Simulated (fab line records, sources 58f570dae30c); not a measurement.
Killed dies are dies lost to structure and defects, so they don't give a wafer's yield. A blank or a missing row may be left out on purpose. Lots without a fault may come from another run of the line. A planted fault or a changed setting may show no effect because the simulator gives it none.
One fault seen from 2 desks | flow berkeley_cmos170 | each desk has only its own numbers; what lay behind them comes last

THE METROLOGY DESK
What the gauges read, lot by lot, whatever tool the lot ran on: means of the sampled wafers that have a number. A lot is out of limits, marked OUT, if its mean lies more than 4 standard deviations from the usual mean; the brackets give that distance. Of its 11 readings 7 are shown: those that lie furthest out on some lot.
Columns: A = cd_nm at UCB170_M2_CD_MEAS_15, usual 700.5 nm; B = V2_TEOS_THK at UCB170_V2_THK_MEAS_01, usual 2004 nm; C = cd_nm at UCB170_V2_CD_MEAS_12, usual 700.0 nm; D = V2_OVL at UCB170_V2_OVL_MEAS_13, usual 1 nm; E = cd_nm at UCB170_V2_CD_MEAS_90, usual 699.9 nm; F = M3_AL_RS at UCB170_M3_RS_MEAS_02, usual 0.0321 ohm/sq; G = M3_AL_THK at UCB170_M3_THK_MEAS_03, usual 913 nm
lot  | first seen here | A     | B    | C     | D  | E     | F      | G
L556 | day 8 17:55     | 700.2 | 1966 | 699.8 | -6 | 700.0 | 0.0322 | 906
L557 | day 8 21:05     | 700.6 | 1967 | 701.7 | 6  | 701.7 | 0.0326 | 910
L562 | day 10 02:13    | 699.3 | 1987 | 699.5 | -6 | 698.8 | 0.0324 | 899
L567 | day 10 13:58    | 702.9 | 2053 | 699.8 | -3 | 698.4 | 0.0327 | 905
L568 | day 10 14:13    | 698.9 | 2017 | 698.5 | 8  | 698.5 | 0.0321 | 906
L570 | day 11 06:41    | 701.5 | 2018 | 702.8 | -3 | 703.2 | 0.0318 | 921
This desk's finding: nothing out of limits on any of the 6 lots.

THE TOOL OWNER'S DESK: cmp-02
The tool's own readings at UCB170_V2_CMP_02 (polishes SiO2): means of the sampled wafers that have a number, for each lot that ran on this tool. A lot is out of limits, marked OUT, if its mean lies more than 4 standard deviations from the usual mean; the brackets give that distance.
Columns: A = motor_current_A at UCB170_V2_CMP_02, usual 16.7 A
lot  | first seen here | A
L556 | day 8 18:52     | 15.9
L562 | day 10 03:01    | 18.0
L567 | day 10 14:53    | 21.2
L568 | day 10 15:08    | 20.4
This desk's finding: nothing out of limits on any of the 4 lots.

PUT TOGETHER
The metrology desk saw nothing out of limits.
The tool owner's desk saw nothing out of limits.

WHAT THE SIMULATOR HAD PUT IN
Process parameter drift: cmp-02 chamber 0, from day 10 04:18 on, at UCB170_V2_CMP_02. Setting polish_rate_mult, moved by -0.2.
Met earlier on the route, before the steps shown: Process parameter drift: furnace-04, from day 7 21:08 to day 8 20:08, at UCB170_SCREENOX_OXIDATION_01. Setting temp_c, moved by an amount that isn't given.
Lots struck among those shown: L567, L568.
